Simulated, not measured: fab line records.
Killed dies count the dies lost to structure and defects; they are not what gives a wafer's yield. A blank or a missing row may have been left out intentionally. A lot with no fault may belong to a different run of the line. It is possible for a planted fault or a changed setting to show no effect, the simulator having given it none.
Check of tool commonality || flow rit-cmos || 15 lots and 45 wafers in the sample

REASON FOR OPENING
3 of 15 lots carry a flag on the reading FOX1_OXIDE_THK at RIT_FOX1_THK_MEAS_01. No-fault wafers: 349 nm, standard deviation 7.5.
Rule: a lot is flagged when every wafer of it that has a number lies more than 4 standard deviations from that mean, or none has a number. As for the other lots, they are considered sound.

{"lot": "L341", "measured": "day 1 17:10", "on": "film-metro-03", "FOX1_OXIDE_THK (nm), wafer by wafer": "348 345 347", "flag": ""}
{"lot": "L342", "measured": "day 1 21:49", "on": "film-metro-03", "FOX1_OXIDE_THK (nm), wafer by wafer": "336 341 339", "flag": ""}
{"lot": "L343", "measured": "day 2 02:50", "on": "film-metro-02", "FOX1_OXIDE_THK (nm), wafer by wafer": "344 356 347", "flag": ""}
{"lot": "L344", "measured": "day 2 07:57", "on": "film-metro-03", "FOX1_OXIDE_THK (nm), wafer by wafer": "349 352 353", "flag": ""}
{"lot": "L346", "measured": "day 2 20:18", "on": "film-metro-02", "FOX1_OXIDE_THK (nm), wafer by wafer": "332 336 338", "flag": ""}
{"lot": "L347", "measured": "day 3 00:41", "on": "film-metro-03", "FOX1_OXIDE_THK (nm), wafer by wafer": "347 348 344", "flag": ""}
{"lot": "L348", "measured": "day 3 05:23", "on": "film-metro-04", "FOX1_OXIDE_THK (nm), wafer by wafer": "353 365 355", "flag": ""}
{"lot": "L349", "measured": "day 3 09:02", "on": "film-metro-04", "FOX1_OXIDE_THK (nm), wafer by wafer": "207 208 214", "flag": "FLAGGED"}
{"lot": "L351", "measured": "day 3 20:38", "on": "film-metro-02", "FOX1_OXIDE_THK (nm), wafer by wafer": "208 194 202", "flag": "FLAGGED"}
{"lot": "L352", "measured": "day 4 02:01", "on": "film-metro-02", "FOX1_OXIDE_THK (nm), wafer by wafer": "209 208 210", "flag": "FLAGGED"}
{"lot": "L356", "measured": "day 4 21:37", "on": "film-metro-04", "FOX1_OXIDE_THK (nm), wafer by wafer": "348 354 350", "flag": ""}
{"lot": "L359", "measured": "day 5 11:37", "on": "film-metro-03", "FOX1_OXIDE_THK (nm), wafer by wafer": "355 360 356", "flag": ""}
{"lot": "L361", "measured": "day 5 21:26", "on": "film-metro-02", "FOX1_OXIDE_THK (nm), wafer by wafer": "354 356 359", "flag": ""}
{"lot": "L362", "measured": "day 6 01:53", "on": "film-metro-03", "FOX1_OXIDE_THK (nm), wafer by wafer": "348 353 355", "flag": ""}
{"lot": "L364", "measured": "day 6 11:57", "on": "film-metro-03", "FOX1_OXIDE_THK (nm), wafer by wafer": "351 355 351", "flag": ""}
Average over the flagged lots: 207 nm; offset from the usual -142 nm, equal to -19 standard deviations.

LOT BY LOT: THE TOOL USED
The record holds 1 process step before the reading, out of a route of 202 steps. Each cell gives the tool, then ch followed by the chambers the sampled wafers passed through, then the start.
{"lot": "L341", "flag": "", "RIT_FOX1_OXIDATION_00": "furnace-03 ch 0, day 1 15:52"}
{"lot": "L342", "flag": "", "RIT_FOX1_OXIDATION_00": "furnace-01 ch 0, day 1 20:31"}
{"lot": "L343", "flag": "", "RIT_FOX1_OXIDATION_00": "furnace-04 ch 0, day 2 01:30"}
{"lot": "L344", "flag": "", "RIT_FOX1_OXIDATION_00": "furnace-04 ch 0, day 2 06:38"}
{"lot": "L346", "flag": "", "RIT_FOX1_OXIDATION_00": "furnace-03 ch 0, day 2 18:59"}
{"lot": "L347", "flag": "", "RIT_FOX1_OXIDATION_00": "furnace-04 ch 0, day 2 23:22"}
{"lot": "L348", "flag": "", "RIT_FOX1_OXIDATION_00": "furnace-01 ch 0, day 3 04:03"}
{"lot": "L349", "flag": "FLAGGED", "RIT_FOX1_OXIDATION_00": "furnace-03 ch 0, day 3 07:41"}
{"lot": "L351", "flag": "FLAGGED", "RIT_FOX1_OXIDATION_00": "furnace-03 ch 0, day 3 19:20"}
{"lot": "L352", "flag": "FLAGGED", "RIT_FOX1_OXIDATION_00": "furnace-03 ch 0, day 4 00:41"}
{"lot": "L356", "flag": "", "RIT_FOX1_OXIDATION_00": "furnace-01 ch 0, day 4 20:18"}
{"lot": "L359", "flag": "", "RIT_FOX1_OXIDATION_00": "furnace-01 ch 0, day 5 10:18"}
{"lot": "L361", "flag": "", "RIT_FOX1_OXIDATION_00": "furnace-01 ch 0, day 5 20:07"}
{"lot": "L362", "flag": "", "RIT_FOX1_OXIDATION_00": "furnace-04 ch 0, day 6 00:34"}
{"lot": "L364", "flag": "", "RIT_FOX1_OXIDATION_00": "furnace-01 ch 0, day 6 10:38"}
What is done by these steps:
- RIT_FOX1_OXIDATION_00: target thk 350.7 nm, ox time 1130 s.
- RIT_FOX1_THK_MEAS_01

FLAGGED OVER TOTAL, TOOL BY TOOL (the gauges that took the reading come last)
{"step": "RIT_FOX1_OXIDATION_00", "tool": "furnace-01", "lots run": 6, "flagged": 0, "share of the flagged lots": "none", "sound lots run after its first flagged lot": "-"}
{"step": "RIT_FOX1_OXIDATION_00", "tool": "furnace-03", "lots run": 5, "flagged": 3, "share of the flagged lots": "all", "sound lots run after its first flagged lot": 0}
{"step": "RIT_FOX1_OXIDATION_00", "tool": "furnace-04", "lots run": 4, "flagged": 0, "share of the flagged lots": "none", "sound lots run after its first flagged lot": "-"}
{"step": "RIT_FOX1_THK_MEAS_01", "tool": "film-metro-02", "lots run": 5, "flagged": 2, "share of the flagged lots": "some", "sound lots run after its first flagged lot": "1 (L361)"}
{"step": "RIT_FOX1_THK_MEAS_01", "tool": "film-metro-03", "lots run": 7, "flagged": 0, "share of the flagged lots": "none", "sound lots run after its first flagged lot": "-"}
{"step": "RIT_FOX1_THK_MEAS_01", "tool": "film-metro-04", "lots run": 3, "flagged": 1, "share of the flagged lots": "some", "sound lots run after its first flagged lot": "1 (L356)"}

WHAT IS ALLOWED BY THE TABLE
In the table, 1 row covers all flagged lots: furnace-03 at RIT_FOX1_OXIDATION_00.
- furnace-03 at RIT_FOX1_OXIDATION_00: 3 of its 5 lots flagged. Its last sound lot is L346 (day 2 18:59), its first flagged lot L349 (day 3 07:41): a fault that began between those two fits.
furnace-03 at RIT_FOX1_OXIDATION_00 is the single tool remaining.

WHAT THE SIMULATOR HAD INSERTED
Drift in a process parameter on furnace-03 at RIT_FOX1_OXIDATION_00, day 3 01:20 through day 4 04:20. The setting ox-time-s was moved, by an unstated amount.
Lots struck among those shown: L349, L351, L352. The rule above reached the same finding.
